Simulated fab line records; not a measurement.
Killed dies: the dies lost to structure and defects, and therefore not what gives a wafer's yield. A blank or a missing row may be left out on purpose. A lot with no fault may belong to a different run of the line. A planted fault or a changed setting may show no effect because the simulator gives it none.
Split-lot study | flow ritCmos | 5 lots, 23 wafers read, on a route of 202 steps

## THE SPLIT
At RIT_GATE_DEVELOP_15 (develop time 50 s), the setting developTimeS was moved away from the recipe's 50 s on 11 of the 23 wafers read, by -10.9% to +8.2%. All remaining wafers had this setting at the recipe value.

## FROM THE SPLIT TO THE READING: what the file shows between them, 5 steps
- RIT_GATE_HARDBAKE_18: time 60 s
- RIT_GATE_ETCH_19: etches poly-Si in SF6/CHF3/O2, stops on SiO2, time 165 s, target depth 312.5 nm
- RIT_PLDD_COAT_01: resist thk 1000 nm (also split here: resistThkNm)
- RIT_PLDD_DEVELOP_05: develop time 50 s (also split here: developTimeS)
- RIT_PLDD_HARDBAKE_07: time 60 s

## THE READING
etest.pmos_0p3.rOnOhmUm (the simulator's own value, which no gauge read), at RIT_M1_PROBE_99. The file does not state a usual value for it. Across the 12 wafers here that went through the recipe, the average is 6245 and the standard deviation 1.6e+02.

wafer  | tool, chamber at the split | developTimeS as run, s | against the recipe | etest.pmos_0p3.rOnOhmUm | against lot-mates on the recipe
L074.2 | lithoTrack-04, 0           | 45.28                  | -9.4%              | 6545                    | +268
L074.3 | lithoTrack-04, 0           | 50                     | recipe             | 6273                    | -
L074.4 | lithoTrack-04, 0           | 50                     | recipe             | 6282                    | -
L074.5 | lithoTrack-04, 0           | 45.28                  | -9.4%              | 6541                    | +264
L074.6 | lithoTrack-04, 0           | 45.28                  | -9.4%              | 6600                    | +322
L075.2 | lithoTrack-03, 0           | 46.61                  | -6.8%              | 6491                    | +264
L075.3 | lithoTrack-03, 0           | 50                     | recipe             | 6248                    | -
L075.4 | lithoTrack-03, 0           | 46.61                  | -6.8%              | 6216                    | -12
L075.5 | lithoTrack-03, 0           | 50                     | recipe             | 6207                    | -
L075.6 | lithoTrack-03, 0           | 46.61                  | -6.8%              | 6523                    | +296
L080.1 | lithoTrack-02, 0           | 54.09                  | +8.2%              | 5609                    | -320
L080.3 | lithoTrack-02, 0           | 54.09                  | +8.2%              | 5682                    | -248
L080.4 | lithoTrack-02, 0           | 50                     | recipe             | 5974                    | -
L080.5 | lithoTrack-02, 0           | 50                     | recipe             | 5885                    | -
L080.6 | lithoTrack-02, 0           | 54.09                  | +8.2%              | 5566                    | -364
L081.1 | lithoTrack-04, 0           | 50                     | recipe             | 6217                    | -
L081.3 | lithoTrack-04, 0           | 50                     | recipe             | 6470                    | -
L081.6 | lithoTrack-04, 0           | 50                     | recipe             | 6418                    | -
L083.1 | lithoTrack-02, 0           | 50                     | recipe             | 6220                    | -
L083.3 | lithoTrack-02, 0           | 50                     | recipe             | 6425                    | -
L083.4 | lithoTrack-02, 0           | 44.56                  | -10.9%             | 6808                    | +487
L083.5 | lithoTrack-02, 0           | 50                     | recipe             | 6319                    | -
L083.6 | lithoTrack-02, 0           | 44.56                  | -10.9%             | 6688                    | +367

THE FIT
A straight line over all 23 wafers: etest.pmos_0p3.rOnOhmUm changes by -49.9 for each +1% of developTimeS; r = -0.87; the points scatter about the line by 1.7e+02.
The same after taking each lot's own level away (the mean of its wafers on the recipe; 23 wafers): -34.7 for each +1%; r = -0.92; scatter 85.
According to that fit, moving developTimeS by its largest amount changes the reading by 3.8e+02.
Across the lots, their own levels run from 5929.5 to 6368.3, a range of 2.7 times the standard deviation given above.
So the lot-to-lot level changes the slope: the two fits differ.
Check: for one of the wafers moved furthest among these (-10.9%), held out of the fit, the line's prediction against its lot-mates is +344. Against them it came out at +487.

## OTHER SPLITS ON THESE WAFERS
Before the reading, these wafers also passed through other splits. Each is held against what the fit with the lots' levels taken away leaves over:
other split on the same wafers     | wafers away from the commonest value | r with etest.pmos_0p3.rOnOhmUm (lot level and that fit taken away)
RIT_ACTIVE_CVD_03 tempC            | 15                                   | -0.23
RIT_ACTIVE_DEVELOP_10 developTimeS | 8                                    | +0.26
RIT_FOX2_OXIDATION_00 oxTimeS      | 15                                   | +0.10
RIT_PWELL_COAT_01 spinRpm          | 4                                    | +0.16
RIT_PRETRO_IMPLANT_08 energyKev    | 7                                    | -0.18
RIT_GATE_CVD_08 pressureMtorr      | 18                                   | -0.15
RIT_GATE_COAT_11 resistThkNm       | 7                                    | +0.40
RIT_PLDD_COAT_01 resistThkNm       | 10                                   | -0.14
RIT_PLDD_DEVELOP_05 developTimeS   | 8                                    | +0.15

## THE FILE'S OWN FIT
etest.pmos_0p3.rOnOhmUm changes by -34.7 for each +1% of developTimeS, r = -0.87.
